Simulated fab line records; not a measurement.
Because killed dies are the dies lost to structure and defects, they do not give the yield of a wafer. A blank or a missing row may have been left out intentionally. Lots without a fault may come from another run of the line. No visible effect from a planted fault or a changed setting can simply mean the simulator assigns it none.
fab line records | flow berkeley_cmos170
[record] lots = 13 | wafers = 39 | last_day = 12
route steps=331 shown PWELL@46 FIELD@91 SPACER@172 PSD@182
lots untouched by any fault: they come from a run of this same line in which no faults occurred
start_h: hours from the record's opening day to when the first of the lot's shown wafers began | wait_h: hours elapsed since this lot's preceding step | " same as the row above | L1.1+2: several wafers, shown together as one row | - no value, or no start given | * or withheld: withheld | < > ~ a bound
route shown NAME@n: a module of which the file shows steps, and the number in the route of the first | usual: mean/standard deviation taken from wafers without a fault | same: alike in all rows | chamber/n: place in a boat | sites: per-site readings | _std_site: their standard deviation | _edge_site: outer sites' mean less inner sites' | radius_mm: how far each site lies from the wafer's centre | mask NAME#n: copy n | behind: the most recent tool/chamber to have shaped the wafer | hold: what put the lot on hold/how long, in hours/how the hold closed | device: transistor that didn't switch, given as n, p or np | end of line: tests run on the same wafers once the route is complete | a step with no rows: only its recipe | killed: not the wafer's yield, but the dies lost to structure and defects at the first sort | map: the dies of a wafer, with x for killed, . for not killed, _ for no die there
set.NAME: the run value of the setting; set.NAME@STEP: its run value at that earlier step | model.NAME: the simulator's own value behind a step, which no gauge read
the route's steps for a sample of lots (tables are steps, rows are wafers)
services: the hour from which a tool's chamber was out of use, counted from the record's first day as start_h (under 0 if before that day), plus the number of hours and why
[[steps]]
[step UCB170_PWELL_DEVELOP_12]
[recipe] developer = TMAH | develop_time_s = 45 | resist = KrF | dev_temp_c = 21
lot.wafer  | tool           | chamber | start_h | wait_h
L380.1+4+6 | litho_track-03 | 0       | 55      | -
L381.2+3+4 | litho_track-01 | 0       | 62      | -
L384.1+3+4 | litho_track-03 | 0       | 75      | -
L387.2+4+6 | litho_track-03 | 0       | 105     | -
L389.2+3+6 | litho_track-03 | 0       | 105     | -
L392.1+2+6 | litho_track-01 | 0       | 118     | -
L393.2+5+6 | litho_track-02 | 0       | 118     | -
L390.4+5+6 | litho_track-03 | 0       | 118     | -
L394.3+4+5 | litho_track-02 | 0       | 127     | -
L397.2+3+5 | litho_track-02 | 0       | 142     | -
L398.1+2+4 | litho_track-02 | 0       | 142     | -
L400.1+3+5 | litho_track-02 | 0       | 159     | -
L402.2+3+6 | litho_track-02 | 0       | 162     | -
[step UCB170_PWELL_TW_MEAS_17]
[usual] PWELL_TW = 376.0/1.6
lot.wafer | tool          | chamber | start_h | wait_h | PWELL_TW
L380.1    | film_metro-04 | -       | 56.25   | 0.1    | 376.5
L380.4    | "             | -       | "       | "      | 378.5
L380.6    | "             | -       | "       | "      | 377.1
L381.2    | film_metro-04 | -       | 62.75   | 0.1    | 377.4
L381.3    | "             | -       | "       | "      | 376.4
L381.4    | "             | -       | "       | "      | 376.0
L384.1    | film_metro-01 | -       | 76.09   | 0.1    | 375.0
L384.3    | "             | -       | "       | "      | 374.1
L384.4    | "             | -       | "       | "      | 372.9
L387.2    | film_metro-03 | -       | 105.92  | 0.1    | 52.1
L387.4    | "             | -       | "       | "      | 53.0
L387.6    | "             | -       | "       | "      | 49.6
L389.2    | film_metro-04 | -       | 106.20  | 0.1    | 51.3
L389.3    | "             | -       | "       | "      | 55.1
L389.6    | "             | -       | "       | "      | 52.6
L392.1    | film_metro-04 | -       | 118.77  | 0.1    | 374.8
L392.2    | "             | -       | "       | "      | 374.1
L392.6    | "             | -       | "       | "      | 376.8
L393.2    | film_metro-01 | -       | 118.95  | 0.1    | 374.0
L393.5    | "             | -       | "       | "      | 374.3
L393.6    | "             | -       | "       | "      | 375.9
L390.4    | film_metro-01 | -       | 119.45  | 0.1    | 56.2
L390.5    | "             | -       | "       | "      | 51.3
L390.6    | "             | -       | "       | "      | 52.6
L394.3    | film_metro-01 | -       | 128.25  | 0.1    | 376.2
L394.4    | "             | -       | "       | "      | 374.0
L394.5    | "             | -       | "       | "      | 378.8
L397.2    | film_metro-01 | -       | 142.59  | 0.1    | 375.8
L397.3    | "             | -       | "       | "      | 376.9
L397.5    | "             | -       | "       | "      | 378.3
L398.1    | film_metro-01 | -       | 143.30  | 0.1    | 376.3
L398.2    | "             | -       | "       | "      | 377.1
L398.4    | "             | -       | "       | "      | 380.5
L400.1    | film_metro-01 | -       | 160.08  | 0.1    | 373.0
L400.3    | "             | -       | "       | "      | 375.1
L400.5    | "             | -       | "       | "      | 374.6
L402.2    | film_metro-01 | -       | 163.25  | 0.1    | 377.5
L402.3    | "             | -       | "       | "      | 375.0
L402.6    | "             | -       | "       | "      | 376.6
[step UCB170_FIELD_THK_MEAS_02]
[recipe] reads = SiO2_of_FIELD_OXIDATION_01
[usual] FIELD_OXIDE_THK = 559/14
lot.wafer | tool          | chamber | start_h | wait_h | FIELD_OXIDE_THK[nm]
L380.1    | film_metro-01 | -       | 106.71  | 0.0    | 574
L380.4    | "             | -       | "       | "      | 576
L380.6    | "             | -       | "       | "      | 586
L381.2    | film_metro-03 | -       | 106.72  | 0.0    | 576
L381.3    | "             | -       | "       | "      | 580
L381.4    | "             | -       | "       | "      | 580
L384.1    | film_metro-01 | -       | 119.36  | 0.0    | 560
L384.3    | "             | -       | "       | "      | 558
L384.4    | "             | -       | "       | "      | 577
L392.1    | film_metro-03 | -       | 166.08  | 0.0    | 556
L392.2    | "             | -       | "       | "      | 551
L392.6    | "             | -       | "       | "      | 551
L393.2    | film_metro-04 | -       | 166.12  | 0.0    | 554
L393.5    | "             | -       | "       | "      | 547
L393.6    | "             | -       | "       | "      | 552
L394.3    | film_metro-03 | -       | 174.62  | 0.0    | 542
L394.4    | "             | -       | "       | "      | 544
L394.5    | "             | -       | "       | "      | 552
L397.2    | film_metro-03 | -       | 184.23  | 0.0    | 557
L397.3    | "             | -       | "       | "      | 551
L397.5    | "             | -       | "       | "      | 545
L398.1    | film_metro-03 | -       | 184.28  | 0.1    | 560
L398.2    | "             | -       | "       | "      | 552
L398.4    | "             | -       | "       | "      | 550
L400.1    | film_metro-03 | -       | 201.23  | 0.1    | 559
L400.3    | "             | -       | "       | "      | 564
L400.5    | "             | -       | "       | "      | 559
L402.2    | film_metro-03 | -       | 207.58  | 0.0    | 546
L402.3    | "             | -       | "       | "      | 546
L402.6    | "             | -       | "       | "      | 553
[step UCB170_SPACER_THK_MEAS_01]
[recipe] reads = SiO2_of_SPACER_CVD_00
[usual] SPACER_TEOS_THK = 377/5.1
lot.wafer | tool          | chamber | start_h | wait_h | SPACER_TEOS_THK[nm]
L380.1    | film_metro-04 | -       | 163.15  | 0.0    | 376
L380.4    | "             | -       | "       | "      | 380
L380.6    | "             | -       | "       | "      | 385
L381.2    | film_metro-04 | -       | 163.54  | 0.0    | 375
L381.3    | "             | -       | "       | "      | 377
L381.4    | "             | -       | "       | "      | 385
L384.1    | film_metro-03 | -       | 174.92  | 0.0    | 377
L384.3    | "             | -       | "       | "      | 375
L384.4    | "             | -       | "       | "      | 380
L392.1    | film_metro-04 | -       | 212.13  | 0.0    | 374
L392.2    | "             | -       | "       | "      | 376
L392.6    | "             | -       | "       | "      | 378
L393.2    | film_metro-02 | -       | 213.07  | 0.0    | 367
L393.5    | "             | -       | "       | "      | 377
L393.6    | "             | -       | "       | "      | 378
L394.3    | film_metro-04 | -       | 222.87  | 0.0    | 375
L394.4    | "             | -       | "       | "      | 377
L394.5    | "             | -       | "       | "      | 380
L398.1    | film_metro-04 | -       | 228.65  | 0.0    | 372
L398.2    | "             | -       | "       | "      | 374
L398.4    | "             | -       | "       | "      | 380
L397.2    | film_metro-03 | -       | 229.09  | 0.0    | 370
L397.3    | "             | -       | "       | "      | 374
L397.5    | "             | -       | "       | "      | 383
L400.1    | film_metro-04 | -       | 243.22  | 0.0    | 375
L400.3    | "             | -       | "       | "      | 380
L400.5    | "             | -       | "       | "      | 383
L402.2    | film_metro-04 | -       | 257.14  | 0.4    | 380
L402.3    | "             | -       | "       | "      | 378
L402.6    | "             | -       | "       | "      | 381
[step UCB170_PSD_OVL_MEAS_07]
[usual] PSD_OVL = 4/4.7
lot.wafer | tool       | chamber | start_h | wait_h | PSD_OVL[nm]
L380.1    | overlay-01 | -       | 168.17  | 0.1    | 2
L380.4    | "          | -       | "       | "      | 2
L380.6    | "          | -       | "       | "      | 4
L381.2    | overlay-02 | -       | 168.38  | 0.1    | 4
L381.3    | "          | -       | "       | "      | 6
L381.4    | "          | -       | "       | "      | 10
L384.1    | overlay-02 | -       | 181.69  | 0.1    | 6
L384.3    | "          | -       | "       | "      | 6
L384.4    | "          | -       | "       | "      | 0
L392.1    | overlay-01 | -       | 218.57  | 0.1    | 2
L392.2    | "          | -       | "       | "      | 1
L392.6    | "          | -       | "       | "      | 4
L393.2    | overlay-02 | -       | 219.18  | 0.1    | 5
L393.5    | "          | -       | "       | "      | 4
L393.6    | "          | -       | "       | "      | -2
L394.3    | overlay-02 | -       | 229.47  | 0.1    | 2
L394.4    | "          | -       | "       | "      | 7
L394.5    | "          | -       | "       | "      | -3
L397.2    | overlay-02 | -       | 235.09  | 0.1    | 6
L397.3    | "          | -       | "       | "      | 0
L397.5    | "          | -       | "       | "      | 3
L398.1    | overlay-01 | -       | 235.24  | 0.1    | -1
L398.2    | "          | -       | "       | "      | 0
L398.4    | "          | -       | "       | "      | 0
L400.1    | overlay-01 | -       | 251.43  | 0.1    | 0
L400.3    | "          | -       | "       | "      | 6
L400.5    | "          | -       | "       | "      | 7
L402.2    | overlay-02 | -       | 264.56  | 0.1    | 5
L402.3    | "          | -       | "       | "      | 0
L402.6    | "          | -       | "       | "      | 4
[[services]]
tool           | chamber | start_h | hours | kind
litho_track-01 | -       | 140.67  | -     | consumable_replace:filter
[[key]]
[first_sign] step = UCB170_PWELL_TW_MEAS_17 | reading = PWELL_TW | direction = down | sigmas = 99+ | usual = 376.0 | struck = 52.6
effect none on later readings
met_at UCB170_PWELL_DEVELOP_12
struck_lots L387,L389,L390
later_rows_left_out L387.2,L387.4,L387.6,L389.2,L389.3,L389.6,L390.4,L390.5,L390.6
sort_left_out L387.2,L387.4,L387.6,L389.2,L389.3,L389.6,L390.4,L390.5,L390.6
tester_left_out L387,L389,L390
not_acting_at UCB170_FIELD_THK_MEAS_02,UCB170_SPACER_THK_MEAS_01,UCB170_PSD_OVL_MEAS_07
onset_between 75 105
[fault] kind = process_parameter_drift | tool = litho_track-03 | chamber = - | onset_h = 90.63 | steps = UCB170_PWELL_DEVELOP_12 | channel = develop_time_s | offset = * | shape = step | end_h = 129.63 | acts_in = * | stated = *
// tester_left_out: of these lots the tester's yield and bins aren't shown, on N5 and GAA mostly nor the transistor test; their killed dies are dies lost to structure and defects alone, not to doping, threshold or leakage, so they don't give the yield
// sort_left_out: the simulated sort isn't trusted on such a fault, so these wafers' sort isn't shown, and their yield isn't known
// later_rows_left_out: the simulator's readings of these wafers behind a module that went badly wrong aren't trusted and aren't shown, but for the sort
